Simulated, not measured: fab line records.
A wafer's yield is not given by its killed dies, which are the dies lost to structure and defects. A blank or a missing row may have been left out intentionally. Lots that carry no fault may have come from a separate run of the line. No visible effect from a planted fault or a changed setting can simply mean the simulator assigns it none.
The tool behind it: which one? | flow rit cmos | 13 lots with 39 wafers sampled at 3 steps, on a route of 202 steps

WHAT THE GAUGES SHOWED, per wafer
RIT_PLDD_OVL_MEAS_06.
lot  | measured    | on         | PLDD_OVL (nm)
L266 | day 3 07:01 | overlay-01 | -0.2 -0.2 -1.0
L267 | day 3 09:25 | overlay-02 | -2.7 -2.4 -3.2
L269 | day 3 20:23 | overlay-01 | -0.9 -1.5 -2.8
L270 | day 4 05:37 | overlay-02 | 0.3 -1.4 -2.9
L271 | day 4 07:42 | overlay-01 | -2.0 -1.3 -2.1
L273 | day 4 18:24 | overlay-02 | 0.8 -1.0 0.0
L274 | day 4 22:47 | overlay-01 | 1.3 -0.9 -1.4
L276 | day 5 09:31 | overlay-02 | - - -
L283 | day 7 13:56 | overlay-02 | 2.4 1.4 2.9
L284 | day 7 21:21 | overlay-02 | 0.1 0.0 -0.6
L285 | day 7 21:30 | overlay-01 | 0.7 0.6 -0.8
L286 | day 8 02:01 | overlay-02 | 0.1 0.2 2.4
L287 | day 8 11:25 | overlay-02 | -0.5 -1.5 -1.5

RIT_PLDD_TW_MEAS_10.
lot  | measured    | on            | PLDD_TW
L266 | day 3 07:32 | film metro-02 | 2350 2359 2363
L267 | day 3 09:55 | film metro-03 | 2402 2405 2406
L269 | day 3 20:54 | film metro-02 | 2364 2359 2354
L270 | day 4 06:07 | film metro-03 | 2376 2387 2404
L271 | day 4 08:13 | film metro-01 | 2359 2361 2355
L273 | day 4 18:55 | film metro-02 | 2364 2369 2368
L274 | day 4 23:17 | film metro-03 | 2407 2402 2408
L276 | day 5 10:02 | film metro-02 | 30 30 30
L283 | day 7 14:27 | film metro-01 | 2338 2338 2331
L284 | day 7 21:53 | film metro-01 | 2350 2333 2340
L285 | day 7 22:01 | film metro-02 | 2358 2350 2342
L286 | day 8 02:32 | film metro-03 | 2400 2420 2417
L287 | day 8 11:56 | film metro-03 | 2410 2399 2414

TOOL THAT RAN EACH LOT (tool first, then ch and the chambers of the sampled wafers, then the start)
lot  | RIT_PLDD_EXPOSE_03
L266 | iline stepper-02 ch 0, day 3 06:30
L267 | iline stepper-01 ch 0, day 3 09:01
L269 | iline stepper-02 ch 0, day 3 19:59
L270 | iline stepper-02 ch 0, day 4 05:07
L271 | iline stepper-01 ch 0, day 4 07:20
L273 | iline stepper-02 ch 0, day 4 18:01
L274 | iline stepper-01 ch 0, day 4 22:23
L276 | iline stepper-01 ch 0, day 5 09:08
L283 | iline stepper-01 ch 0, day 7 13:20
L284 | iline stepper-01 ch 0, day 7 20:58
L285 | iline stepper-01 ch 0, day 7 21:07
L286 | iline stepper-01 ch 0, day 8 01:38
L287 | iline stepper-01 ch 0, day 8 10:49
- RIT_PLDD_EXPOSE_03: exposes mask M8, target cd 40900 nm.

WHAT THE TOOLS THEMSELVES READ (means of the sampled wafers that have a number; where no wafer has one, the mark that the record gives instead)
RIT_PLDD_EXPOSE_03.
lot  | tool             | exposure dose mJ cm2 | stage vel mm s (mm/s)
L266 | iline stepper-02 | 249.96               | 500.02
L267 | iline stepper-01 | 250.11               | 499.92
L269 | iline stepper-02 | 250.14               | 500.03
L270 | iline stepper-02 | 249.80               | 500.04
L271 | iline stepper-01 | 250.26               | 500.29
L273 | iline stepper-02 | 249.84               | 499.89
L274 | iline stepper-01 | 249.95               | 500.15
L276 | iline stepper-01 | 250.39               | 499.92
L283 | iline stepper-01 | 249.74               | 499.80
L284 | iline stepper-01 | 250.30               | 499.89
L285 | iline stepper-01 | 249.83               | 500.10
L286 | iline stepper-01 | 250.05               | 500.25
L287 | iline stepper-01 | 249.95               | 499.89

THE ANSWER, worked out from the rows above alone
Rule: the usual values come from the lots themselves. The widest of any qualifying gaps counts: lots, ordered by their means at a reading, are off when they make up no more than a third of the lots, leave a main group of 4 or more, and stand apart from it by 3 or more times the standard deviation of that group's means. Not used: any main group whose means are identical at the precision the tables above print for the reading. A lot without any number at a reading at which 4 lots or more have one is off too. The other lots that the step has rows for count as sound. First the gauges in route order, then the tools' own readings, where a lot's mean is used as printed above. The first step at which some lot is off is used, and at that step the reading that is off furthest; a lot without a number counts as furthest.
Off: at RIT_PLDD_OVL_MEAS_06 (PLDD_OVL), L276. Without a number there: L276. The main group: mean -0.5 nm, standard deviation 1.3.
If a tool, at a process step before that reading, ran all the lots that are off and no sound lot after the first of them, it fits. The gauges at RIT_PLDD_OVL_MEAS_06 aren't tried: what is off there is off at RIT_PLDD_TW_MEAS_10 too, on other tools, and a gauge's error can't cause that. Of those tried, none fits.

WHAT THE SIMULATOR HAD PUT IN
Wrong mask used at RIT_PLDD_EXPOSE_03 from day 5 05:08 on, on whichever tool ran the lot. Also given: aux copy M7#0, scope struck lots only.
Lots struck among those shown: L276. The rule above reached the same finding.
